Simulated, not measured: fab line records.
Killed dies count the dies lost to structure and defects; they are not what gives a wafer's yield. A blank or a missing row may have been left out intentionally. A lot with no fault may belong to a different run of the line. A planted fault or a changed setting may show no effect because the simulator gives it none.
The tool behind it: which one? / flow berkeley_cmos170 / 42 wafers from 14 lots sampled at 4 of the route's 331 steps

== WHAT THE GAUGES SHOWED, per wafer ==
UCB170_PWELL_TW_MEAS_17. Usual: PWELL_TW 376.5, standard deviation 2.7.
lot=L287; measured=day 3 01:17; on=film_metro-01; PWELL_TW=374.3 376.1 375.6; flag=
lot=L288; measured=day 3 06:17; on=film_metro-01; PWELL_TW=374.8 375.6 373.2; flag=
lot=L292; measured=day 4 12:35; on=film_metro-04; PWELL_TW=377.5 379.4 376.6; flag=
lot=L293; measured=day 4 16:37; on=film_metro-04; PWELL_TW=377.2 377.2 378.2; flag=
lot=L294; measured=day 4 16:53; on=film_metro-03; PWELL_TW=382.6 379.7 382.6; flag=
lot=L297; measured=day 5 06:46; on=film_metro-01; PWELL_TW=373.2 373.9 374.9; flag=
lot=L301; measured=day 5 20:07; on=film_metro-04; PWELL_TW=373.5 374.7 377.1; flag=
lot=L300; measured=day 5 19:50; on=film_metro-04; PWELL_TW=376.8 377.4 376.9; flag=
lot=L304; measured=day 6 18:38; on=film_metro-01; PWELL_TW=371.9 373.2 372.2; flag=
lot=L305; measured=day 6 18:59; on=film_metro-01; PWELL_TW=372.8 374.0 374.3; flag=
lot=L306; measured=day 6 23:08; on=film_metro-04; PWELL_TW=377.4 379.1 377.9; flag=
lot=L307; measured=day 7 00:46; on=film_metro-01; PWELL_TW=373.6 373.2 373.8; flag=
lot=L309; measured=day 7 08:44; on=film_metro-01; PWELL_TW=373.5 375.3 373.8; flag=
lot=L310; measured=day 7 16:28; on=film_metro-04; PWELL_TW=377.2 378.6 378.5; flag=

UCB170_FIELD_THK_MEAS_91. Usual: FIELD_OXIDE_LEFT_2_THK 357 nm, standard deviation 10.
lot=L287; measured=day 5 11:09; on=film_metro-04; FIELD_OXIDE_LEFT_2_THK (nm)=349 362 352; flag=
lot=L288; measured=day 6 01:53; on=film_metro-01; FIELD_OXIDE_LEFT_2_THK (nm)=354 353 343; flag=
lot=L292; measured=day 6 18:27; on=film_metro-03; FIELD_OXIDE_LEFT_2_THK (nm)=368 370 367; flag=
lot=L293; measured=day 6 18:24; on=film_metro-01; FIELD_OXIDE_LEFT_2_THK (nm)=353 365 364; flag=
lot=L294; measured=day 6 18:44; on=film_metro-04; FIELD_OXIDE_LEFT_2_THK (nm)=367 375 382; flag=
lot=L297; measured=day 7 15:31; on=film_metro-01; FIELD_OXIDE_LEFT_2_THK (nm)=370 356 369; flag=
lot=L301; measured=day 8 04:50; on=film_metro-04; FIELD_OXIDE_LEFT_2_THK (nm)=353 344 338; flag=
lot=L300; measured=day 8 03:40; on=film_metro-04; FIELD_OXIDE_LEFT_2_THK (nm)=367 356 361; flag=
lot=L304; measured=day 9 09:58; on=film_metro-04; FIELD_OXIDE_LEFT_2_THK (nm)=362 366 367; flag=
lot=L305; measured=day 9 09:29; on=film_metro-04; FIELD_OXIDE_LEFT_2_THK (nm)=352 347 346; flag=
lot=L306; measured=day 9 09:10; on=film_metro-03; FIELD_OXIDE_LEFT_2_THK (nm)=352 351 347; flag=
lot=L307; measured=day 9 09:14; on=film_metro-04; FIELD_OXIDE_LEFT_2_THK (nm)=360 353 346; flag=
lot=L309; measured=day 9 18:02; on=film_metro-04; FIELD_OXIDE_LEFT_2_THK (nm)=334 351 344; flag=
lot=L310; measured=day 10 00:23; on=film_metro-04; FIELD_OXIDE_LEFT_2_THK (nm)=362 356 352; flag=

== WHAT TOOL EACH LOT RAN ON (gives the tool, then ch and the chambers of the sampled wafers, and finally the start) ==
lot=L287; UCB170_NWELL_STRIP_15=plasma_asher-03 ch 0,1, day 2 10:38; UCB170_NVT_EXPOSE_03=krf_scanner-02 ch 0, day 5 06:29
lot=L288; UCB170_NWELL_STRIP_15=plasma_asher-01 ch 1, day 2 11:01; UCB170_NVT_EXPOSE_03=krf_scanner-01 ch 0, day 5 20:37
lot=L292; UCB170_NWELL_STRIP_15=plasma_asher-01 ch 0,1, day 3 15:00; UCB170_NVT_EXPOSE_03=krf_scanner-01 ch 0, day 6 15:35
lot=L293; UCB170_NWELL_STRIP_15=plasma_asher-01 ch 0,1, day 3 21:20; UCB170_NVT_EXPOSE_03=krf_scanner-01 ch 0, day 6 15:31
lot=L294; UCB170_NWELL_STRIP_15=plasma_asher-01 ch 0,1, day 4 01:34; UCB170_NVT_EXPOSE_03=krf_scanner-01 ch 0, day 6 15:43
lot=L297; UCB170_NWELL_STRIP_15=plasma_asher-04 ch 0,1, day 4 13:53; UCB170_NVT_EXPOSE_03=krf_scanner-02 ch 0, day 7 12:37
lot=L301; UCB170_NWELL_STRIP_15=plasma_asher-04 ch 0,1, day 5 00:50; UCB170_NVT_EXPOSE_03=krf_scanner-01 ch 0, day 8 01:06
lot=L300; UCB170_NWELL_STRIP_15=plasma_asher-04 ch 0,1, day 5 01:23; UCB170_NVT_EXPOSE_03=krf_scanner-02 ch 0, day 8 00:30
lot=L304; UCB170_NWELL_STRIP_15=plasma_asher-01 ch 0,1, day 5 21:46; UCB170_NVT_EXPOSE_03=krf_scanner-01 ch 0, day 9 07:17
lot=L305; UCB170_NWELL_STRIP_15=plasma_asher-04 ch 0,1, day 6 01:55; UCB170_NVT_EXPOSE_03=krf_scanner-01 ch 0, day 9 06:49
lot=L306; UCB170_NWELL_STRIP_15=plasma_asher-01 ch 0,1, day 6 06:32; UCB170_NVT_EXPOSE_03=krf_scanner-01 ch 0, day 9 06:34
lot=L307; UCB170_NWELL_STRIP_15=plasma_asher-03 ch 0,1, day 6 11:01; UCB170_NVT_EXPOSE_03=krf_scanner-01 ch 0, day 9 06:40
lot=L309; UCB170_NWELL_STRIP_15=plasma_asher-03 ch 0, day 6 17:02; UCB170_NVT_EXPOSE_03=krf_scanner-01 ch 0, day 9 14:35
lot=L310; UCB170_NWELL_STRIP_15=plasma_asher-04 ch 0,1, day 6 23:49; UCB170_NVT_EXPOSE_03=krf_scanner-01 ch 0, day 9 20:38
- UCB170_NWELL_STRIP_15: strips in O2.
- UCB170_NVT_EXPOSE_03: exposes mask PWELL, target cd 3000 nm.

== AS READ BY THE TOOLS THEMSELVES (means over the sampled wafers that have a number; for cases with no such wafer, the mark the record gives instead) ==
UCB170_NWELL_STRIP_15. Usual: drypump_motor_current_A 5.7 A, standard deviation 0.3; oes_product_au 0.721 a.u., standard deviation 0.0041; strip_time_to_endpoint_s 18.01 s, standard deviation 0.1.
lot=L287; tool=plasma_asher-03; drypump_motor_current_A (A)=5.7; oes_product_au (a.u.)=0.721; strip_time_to_endpoint_s (s)=17.85; flag=
lot=L288; tool=plasma_asher-01; drypump_motor_current_A (A)=5.6; oes_product_au (a.u.)=0.721; strip_time_to_endpoint_s (s)=18.02; flag=
lot=L292; tool=plasma_asher-01; drypump_motor_current_A (A)=5.2; oes_product_au (a.u.)=0.720; strip_time_to_endpoint_s (s)=18.14; flag=
lot=L293; tool=plasma_asher-01; drypump_motor_current_A (A)=5.4; oes_product_au (a.u.)=0.720; strip_time_to_endpoint_s (s)=17.92; flag=
lot=L294; tool=plasma_asher-01; drypump_motor_current_A (A)=5.2; oes_product_au (a.u.)=0.722; strip_time_to_endpoint_s (s)=17.92; flag=
lot=L297; tool=plasma_asher-04; drypump_motor_current_A (A)=6.0; oes_product_au (a.u.)=0.716; strip_time_to_endpoint_s (s)=18.07; flag=
lot=L301; tool=plasma_asher-04; drypump_motor_current_A (A)=6.0; oes_product_au (a.u.)=0.724; strip_time_to_endpoint_s (s)=17.97; flag=
lot=L300; tool=plasma_asher-04; drypump_motor_current_A (A)=6.0; oes_product_au (a.u.)=0.720; strip_time_to_endpoint_s (s)=18.05; flag=
lot=L304; tool=plasma_asher-01; drypump_motor_current_A (A)=5.2; oes_product_au (a.u.)=0.721; strip_time_to_endpoint_s (s)=17.85; flag=
lot=L305; tool=plasma_asher-04; drypump_motor_current_A (A)=6.0; oes_product_au (a.u.)=0.725; strip_time_to_endpoint_s (s)=18.10; flag=
lot=L306; tool=plasma_asher-01; drypump_motor_current_A (A)=5.2; oes_product_au (a.u.)=0.721; strip_time_to_endpoint_s (s)=17.87; flag=
lot=L307; tool=plasma_asher-03; drypump_motor_current_A (A)=5.7; oes_product_au (a.u.)=0.722; strip_time_to_endpoint_s (s)=17.84; flag=
lot=L309; tool=plasma_asher-03; drypump_motor_current_A (A)=5.8; oes_product_au (a.u.)=0.719; strip_time_to_endpoint_s (s)=18.05; flag=
lot=L310; tool=plasma_asher-04; drypump_motor_current_A (A)=6.0; oes_product_au (a.u.)=0.727; strip_time_to_endpoint_s (s)=18.08; flag=

UCB170_NVT_EXPOSE_03. Usual: exposure_dose_mJ_cm2 30.00, standard deviation 0.031.
lot=L287 tool=krf_scanner-02 exposure_dose_mJ_cm2=30.01 flag=
lot=L288 tool=krf_scanner-01 exposure_dose_mJ_cm2=30.01 flag=
lot=L292 tool=krf_scanner-01 exposure_dose_mJ_cm2=30.02 flag=
lot=L293 tool=krf_scanner-01 exposure_dose_mJ_cm2=29.99 flag=
lot=L294 tool=krf_scanner-01 exposure_dose_mJ_cm2=29.95 flag=
lot=L297 tool=krf_scanner-02 exposure_dose_mJ_cm2=31.18 flag=OFF
lot=L301 tool=krf_scanner-01 exposure_dose_mJ_cm2=30.04 flag=
lot=L300 tool=krf_scanner-02 exposure_dose_mJ_cm2=31.20 flag=OFF
lot=L304 tool=krf_scanner-01 exposure_dose_mJ_cm2=30.00 flag=
lot=L305 tool=krf_scanner-01 exposure_dose_mJ_cm2=29.99 flag=
lot=L306 tool=krf_scanner-01 exposure_dose_mJ_cm2=30.00 flag=
lot=L307 tool=krf_scanner-01 exposure_dose_mJ_cm2=30.00 flag=
lot=L309 tool=krf_scanner-01 exposure_dose_mJ_cm2=30.03 flag=
lot=L310 tool=krf_scanner-01 exposure_dose_mJ_cm2=29.95 flag=

== THE ANSWER, worked out from the rows above alone ==
Rule: lot off if the mean of its wafers having a number is beyond 3 standard deviations from the usual mean. Also off: a lot with no number at a reading for which 4 or more lots have one. Any other lot the step has rows for is counted as sound. After the gauges, taken in route order, come the tools' own readings; for these a lot's mean is taken, as printed above. At the first step where some lot is off, the reading lying furthest off is the one used; lots without a number count as furthest.
Off: L297, L300, at UCB170_NVT_EXPOSE_03 (exposure_dose_mJ_cm2).
A tool fits if, at that step or a process step before it, it ran every lot that is off, and no sound lot after the first of them. One candidate fits, namely krf_scanner-02 at UCB170_NVT_EXPOSE_03. Its last sound lot is L287 (day 5 06:29), its first lot that is off L297 (day 7 12:37): a fault that began between those two fits.
The tool's own readings at UCB170_NVT_EXPOSE_03 bear it out: on the lots that are off they differ by more than 5 times the standard deviation of the sound lots' means. exposure_dose_mJ_cm2 reads 31.19 there against 30.00 on the sound lots.

== WHAT THE SIMULATOR HAD INSERTED ==
Process parameter drift: krf_scanner-02, from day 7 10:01 on, at UCB170_NVT_EXPOSE_03. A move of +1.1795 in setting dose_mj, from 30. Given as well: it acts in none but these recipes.
Lots struck among those shown: L297, L300. Same finding as the rule above.
